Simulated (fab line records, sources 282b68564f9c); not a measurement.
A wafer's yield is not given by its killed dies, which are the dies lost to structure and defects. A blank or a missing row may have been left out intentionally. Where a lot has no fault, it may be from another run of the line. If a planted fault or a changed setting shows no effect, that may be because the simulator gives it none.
fab line records | flow rit_cmos
[record] lots = 14 wafers = 42 last_day = 7
route steps=202 shown ACTIVE@17 M1@202
lots that met no fault: from a run of the same line without faults
start_h: hours from the record's first day to the start of the lot's first wafer shown | wait_h: hours since the lot's step before | " unchanged from the row above | L1.1+2: a single row standing in for several wafers | - no value, or no start was given | * or withheld: withheld | < > ~ a bound
route shown NAME@n: names a module that has steps shown in the file, with the first one's number in the route | usual: the fault-free wafers' mean and standard deviation | same: alike in all rows | chamber/n: place in a boat | sites: per-site readings | _std_site: the standard deviation of these | _edge_site: the outer-site mean with the inner-site mean subtracted | radius_mm: how far each site lies from the wafer's centre | mask NAME#n: copy n | behind: tool/chamber where the wafer was last shaped | hold: the reason the lot was held/the length of the hold in hours/how it ended | device: transistor that didn't switch, given as n, p or np | end of line: tests of these same wafers at the route's end | step lacking rows: just its recipe | killed: at the first sort, the dies lost to defects and structure; wafer yield is something else | map: the dies of a wafer, with x for killed, . for not killed, _ for no die there
set.NAME: the run value of the setting; set.NAME@STEP: its run value at that earlier step | model.NAME: the simulator's own value behind a step, which no gauge read
the route's steps for a sample of lots (tables are steps, rows are wafers)
[[steps]]
[step RIT_ACTIVE_CLEAN_15]
[recipe] chemistry = SC1 mix = 3:3:50 time_s = 600 temp_c = 75
[usual] run_length_s = 627/3.2
// columns lot.wafer tool chamber start_h wait_h run_length_s
L331.2 wet_bench-01 0 15.85 0.1 628
L331.3 " 0 " " 628
L331.4 " 0 " " 628
L332.1 wet_bench-02 2 20.29 0.1 634
L332.2 " 2 " " 634
L332.5 " 2 " " 634
L333.3 wet_bench-03 2 26.16 0.1 626
L333.4 " 2 " " 626
L333.6 " 2 " " 626
L334.1 wet_bench-03 2 30.49 0.1 633
L334.2 " 2 " " 633
L334.3 " 2 " " 633
L335.1 wet_bench-02 0 35.26 0.1 627
L335.3 " 0 " " 627
L335.4 " 0 " " 627
L336.1 wet_bench-02 2 40.26 0.1 626
L336.2 " 2 " " 626
L336.3 " 2 " " 626
L337.2 wet_bench-03 1 46.73 0.1 624
L337.3 " 1 " " 624
L337.6 " 1 " " 624
L339.1 wet_bench-02 2 55.15 0.1 626
L339.5 " 2 " " 626
L339.6 " 2 " " 626
L340.2 wet_bench-03 2 60.32 0.1 625
L340.4 " 2 " " 625
L340.6 " 2 " " 625
L341.1 wet_bench-02 3 65.14 0.1 625
L341.3 " 3 " " 625
L341.5 " 3 " " 625
L343.1 wet_bench-03 0 75.67 0.1 628
L343.4 " 0 " " 628
L343.6 " 0 " " 628
L349.3 wet_bench-03 3 107.43 0.1 625
L349.4 " 3 " " 625
L349.6 " 3 " " 625
L350.1 wet_bench-03 2 111.54 0.1 689
L350.2 " 2 " " 689
L350.6 " 2 " " 689
L353.1 wet_bench-03 1 126.13 0.1 679
L353.2 " 1 " " 679
L353.6 " 1 " " 679
[step RIT_M1_PROBE_99]
[usual] killed_at_M0_to_M3 = 0.0/0.083 killed_at_contacts = 0.1/0.31 killed_at_front_end = 7/3.3 killed_dies = 7/3.3 killed_on_rim = 1.9/1.5 killed_open = 3.4/2.2 killed_short = 3.5/2
[same] gross_dies = 264 killed_at_M4_up = 0 killed_at_back_side = 0 killed_at_other = 0
// columns lot.wafer tool chamber start_h wait_h killed_at_M0_to_M3 killed_at_contacts killed_at_front_end killed_dies killed_on_rim killed_open killed_short
L331.2 prober-02 - 57.01 0.1 0 0 7 7 0 5 2
L331.3 prober-02 - 57.06 0.2 0 0 2 2 0 2 0
L331.4 prober-02 - 57.11 0.2 0 0 7 7 3 3 4
L332.1 prober-01 - 62.64 0.1 0 0 14 14 5 8 6
L332.2 prober-01 - 62.69 0.1 0 0 10 10 3 6 4
L332.5 prober-01 - 62.84 0.2 0 0 16 16 2 10 6
L334.1 prober-01 - 73.42 0.1 0 0 6 6 1 4 2
L334.2 prober-01 - 73.47 0.1 0 0 8 8 4 5 3
L334.3 prober-01 - 73.52 0.2 1 0 6 7 2 2 5
L333.3 prober-02 - 73.52 0.2 0 0 7 7 2 2 5
L333.4 prober-02 - 73.57 0.2 0 0 9 9 3 5 4
L333.6 prober-02 - 73.67 0.2 0 0 8 8 3 2 6
L335.1 prober-01 - 77.11 0.1 0 0 4 4 1 3 1
L335.3 prober-01 - 77.21 0.2 0 0 8 8 2 2 6
L335.4 prober-01 - 77.26 0.2 0 0 5 5 2 2 3
L336.1 prober-02 - 86.74 0.1 0 0 11 11 3 6 5
L336.2 prober-02 - 86.79 0.1 0 0 5 5 1 3 2
L336.3 prober-02 - 86.84 0.2 0 0 9 9 2 1 8
L337.2 prober-01 - 88.30 0.1 0 0 3 3 1 3 0
L337.3 prober-01 - 88.35 0.2 0 0 13 13 5 8 5
L337.6 prober-01 - 88.50 0.2 0 0 6 6 0 5 1
L339.1 prober-01 - 100.37 0.1 0 0 7 7 1 3 4
L339.5 prober-01 - 100.57 0.2 0 0 7 7 3 4 3
L339.6 prober-01 - 100.62 0.2 0 0 5 5 1 2 3
L340.2 prober-02 - 106.61 0.1 0 0 16 16 3 11 5
L340.4 prober-02 - 106.71 0.2 0 1 9 10 2 3 7
L340.6 prober-02 - 106.81 0.2 0 0 8 8 0 3 5
L341.1 prober-01 - 109.99 0.1 0 0 7 7 2 5 2
L341.3 prober-01 - 110.09 0.2 0 0 7 7 1 3 4
L341.5 prober-01 - 110.19 0.2 0 0 12 12 4 6 6
L343.1 prober-01 - 118.67 0.1 0 0 5 5 1 2 3
L343.4 prober-01 - 118.82 0.2 0 0 8 8 0 2 5
L343.6 prober-01 - 118.92 0.2 0 0 16 16 8 6 7
L349.3 prober-01 - 150.04 0.2 0 0 9 9 0 4 5
L349.4 prober-01 - 150.09 0.2 0 0 1 1 0 1 0
L349.6 prober-01 - 150.19 0.2 0 0 6 6 4 3 3
L350.1 prober-02 - 155.64 0.1 0 0 5 5 3 1 4
L350.2 prober-02 - 155.69 0.1 0 0 3 3 0 0 3
L350.6 prober-02 - 155.89 0.2 0 0 6 6 1 3 3
L353.1 prober-01 - 167.17 0.1 0 0 7 7 1 2 5
L353.2 prober-01 - 167.22 0.1 0 1 2 3 2 2 1
L353.6 prober-01 - 167.42 0.2 0 0 3 3 0 0 3
// killed by level:class
L331.2 SPACER:geometric_particle:open=3 GATE:geometric_particle:short=2 FOX2:geometric_particle:open=1 GATE:geometric_particle:open=1
L331.3 FOX2:geometric_particle:open=1 GATE:geometric_particle:open=1
L331.4 FOX2:geometric_particle:open=1 GATE:geometric_particle:short=1 REOX:geometric_particle:short=1 SPACER:geometric_particle:open=1 SPACER:geometric_particle:short=1 SILICIDE:geometric_particle:short=1 SILICIDE:geometric_particle:open=1
L332.1 REOX:geometric_particle:open=5 FOX2:geometric_particle:short=2 SPACER:geometric_particle:short=2 FOX2:geometric_particle:open=1 GATE:geometric_particle:short=1 REOX:geometric_particle:short=1 SPACER:geometric_particle:open=1 SILICIDE:geometric_particle:open=1
L332.2 GATE:geometric_particle:open=3 REOX:geometric_particle:open=2 SILICIDE:geometric_particle:short=2 FOX2:geometric_particle:open=1 FOX2:geometric_particle:short=1 GATE:geometric_particle:short=1
L332.5 FOX2:geometric_particle:open=3 GATE:geometric_particle:open=3 REOX:geometric_particle:open=3 GATE:geometric_particle:short=2 SPACER:geometric_particle:short=2 FOX1:geometric_particle:short=1 REOX:geometric_particle:short=1 SILICIDE:geometric_particle:open=1
L334.1 GATE:geometric_particle:open=2 FOX1:geometric_particle:open=1 GATE:geometric_particle:short=1 SPACER:geometric_particle:short=1 SILICIDE:geometric_particle:open=1
L334.2 SPACER:geometric_particle:open=2 FOX2:geometric_particle:open=1 GATE:geometric_particle:short=1 GATE:geometric_particle:open=1 SPACER:geometric_particle:short=1 SILICIDE:geometric_particle:short=1 SILICIDE:geometric_particle:open=1
L333.3 FOX1:geometric_particle:short=2 FOX2:geometric_particle:short=2 REOX:geometric_particle:open=1 SPACER:geometric_particle:open=1 SILICIDE:geometric_particle:short=1
L334.3 GATE:geometric_particle:short=2 FOX2:geometric_particle:open=1 GATE:geometric_particle:open=1 REOX:geometric_particle:short=1 SPACER:geometric_particle:short=1 M1:geometric_particle:short=1
L333.4 FOX2:geometric_particle:short=2 GATE:geometric_particle:open=2 SILICIDE:geometric_particle:open=2 FOX1:geometric_particle:short=1 REOX:geometric_particle:open=1 SILICIDE:geometric_particle:short=1
L333.6 GATE:geometric_particle:short=4 ACTIVE:geometric_particle:short=1 REOX:geometric_particle:open=1 SPACER:geometric_particle:short=1 SILICIDE:geometric_particle:open=1
L335.1 FOX1:geometric_particle:open=1 FOX2:geometric_particle:short=1 GATE:geometric_particle:open=1 SPACER:geometric_particle:open=1
L335.3 SPACER:geometric_particle:short=2 FOX1:geometric_particle:short=1 FOX2:geometric_particle:open=1 FOX2:geometric_particle:short=1 GATE:geometric_particle:short=1 GATE:geometric_particle:open=1 REOX:geometric_particle:short=1
L335.4 GATE:geometric_particle:short=2 FOX2:geometric_particle:open=1 REOX:geometric_particle:short=1 REOX:geometric_particle:open=1
L336.1 GATE:geometric_particle:open=5 GATE:geometric_particle:short=3 REOX:geometric_particle:short=1 SILICIDE:geometric_particle:short=1 SILICIDE:geometric_particle:open=1
L336.2 GATE:geometric_particle:open=3 ACTIVE:geometric_particle:short=1 SPACER:geometric_particle:short=1
L336.3 SPACER:geometric_particle:short=4 GATE:geometric_particle:short=3 FOX1:geometric_particle:short=1 SILICIDE:geometric_particle:open=1
L337.2 GATE:geometric_particle:open=2 FOX2:geometric_particle:open=1
L337.3 GATE:geometric_particle:open=4 REOX:geometric_particle:open=4 REOX:geometric_particle:short=2 GATE:geometric_particle:short=1 SPACER:geometric_particle:short=1 SILICIDE:geometric_particle:short=1
L337.6 GATE:geometric_particle:open=2 FOX1:geometric_particle:open=1 GATE:geometric_particle:short=1 REOX:geometric_particle:open=1 SPACER:geometric_particle:open=1
L339.1 GATE:geometric_particle:short=2 GATE:geometric_particle:open=2 FOX1:geometric_particle:short=1 FOX2:geometric_particle:short=1 SILICIDE:geometric_particle:open=1
L339.5 GATE:geometric_particle:open=2 FOX1:geometric_particle:short=1 FOX1:geometric_particle:open=1 FOX2:geometric_particle:open=1 SPACER:geometric_particle:short=1 SILICIDE:geometric_particle:short=1
L339.6 FOX2:geometric_particle:open=2 ACTIVE:geometric_particle:short=1 FOX1:geometric_particle:short=1 SILICIDE:geometric_particle:short=1
L340.2 REOX:geometric_particle:open=4 FOX1:geometric_particle:open=3 FOX1:geometric_particle:short=2 GATE:geometric_particle:short=2 GATE:geometric_particle:open=2 SPACER:geometric_particle:open=2 FOX2:geometric_particle:short=1
L340.4 GATE:geometric_particle:open=2 SILICIDE:geometric_particle:short=2 FOX1:geometric_particle:open=1 FOX1:geometric_particle:short=1 GATE:geometric_particle:short=1 REOX:geometric_particle:short=1 SPACER:geometric_particle:short=1 CONTACT:geometric_particle:short=1
L340.6 REOX:geometric_particle:short=3 GATE:geometric_particle:open=2 FOX2:geometric_particle:short=1 GATE:geometric_particle:short=1 REOX:geometric_particle:open=1
L341.1 REOX:geometric_particle:open=2 SPACER:geometric_particle:open=2 GATE:geometric_particle:open=1 SPACER:geometric_particle:short=1 SILICIDE:geometric_particle:short=1
L341.3 GATE:geometric_particle:open=2 REOX:geometric_particle:short=2 FOX1:geometric_particle:short=1 FOX2:geometric_particle:short=1 FOX2:geometric_particle:open=1
L341.5 GATE:geometric_particle:short=3 FOX1:geometric_particle:short=1 FOX1:geometric_particle:open=1 FOX2:geometric_particle:open=1 FOX2:geometric_particle:short=1 GATE:geometric_particle:open=1 REOX:geometric_particle:open=1 SPACER:geometric_particle:open=1
L343.1 FOX2:geometric_particle:open=1 GATE:geometric_particle:short=1 REOX:geometric_particle:short=1 SILICIDE:geometric_particle:open=1 SILICIDE:geometric_particle:short=1
L343.4 REOX:geometric_particle:short=3 GATE:geometric_particle:open=1 GATE:geometric_particle:short=1 REOX:geometric_particle:open=1 SILICIDE:geometric_particle:short=1 NWELL:coat_microbubble_printed=1
L343.6 GATE:geometric_particle:short=5 FOX1:geometric_particle:open=2 NLDD:coat_microbubble_printed=2 FOX1:geometric_particle:short=1 GATE:geometric_particle:open=1 REOX:geometric_particle:short=1 REOX:geometric_particle:open=1 SPACER:geometric_particle:open=1
L349.3 GATE:geometric_particle:open=3 SPACER:geometric_particle:short=2 SILICIDE:geometric_particle:short=2 GATE:geometric_particle:short=1 REOX:geometric_particle:open=1
L349.4 GATE:geometric_particle:open=1
L349.6 GATE:geometric_particle:short=2 FOX1:geometric_particle:short=1 GATE:geometric_particle:open=1 SPACER:geometric_particle:open=1 SILICIDE:geometric_particle:open=1
L350.1 GATE:geometric_particle:short=2 FOX1:geometric_particle:short=1 GATE:geometric_particle:open=1 SILICIDE:geometric_particle:short=1
L350.2 GATE:geometric_particle:short=2 SILICIDE:geometric_particle:short=1
L350.6 REOX:geometric_particle:open=2 SILICIDE:geometric_particle:short=2 FOX2:geometric_particle:short=1 GATE:geometric_particle:open=1
L353.1 FOX1:geometric_particle:short=2 GATE:geometric_particle:short=2 FOX2:geometric_particle:open=1 GATE:geometric_particle:open=1 SPACER:geometric_particle:short=1
L353.2 FOX1:geometric_particle:short=1 REOX:geometric_particle:open=1 CONTACT:geometric_particle:open=1
L353.6 SPACER:geometric_particle:short=2 FOX1:geometric_particle:short=1
[[key]]
[first_sign] step = RIT_ACTIVE_CLEAN_15 reading = run_length_s direction = up sigmas = 18 usual = * struck = *
effect none on later readings
met_at RIT_ACTIVE_CLEAN_15
struck_lots L350,L353
tester_left_out L350,L353
onset_between 107.43 111.54
[fault] kind = process_parameter_drift tool = wet_bench-03 chamber = - onset_h = 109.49 steps = RIT_ACTIVE_CLEAN_15 channel = time_s offset = * shape = step end_h = 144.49 acts_in = * stated = *
// tester_left_out: of these lots the tester's yield and bins aren't shown, on N5 and GAA mostly nor the transistor test; their killed dies are dies lost to structure and defects alone, not to doping, threshold or leakage, so they don't give the yield
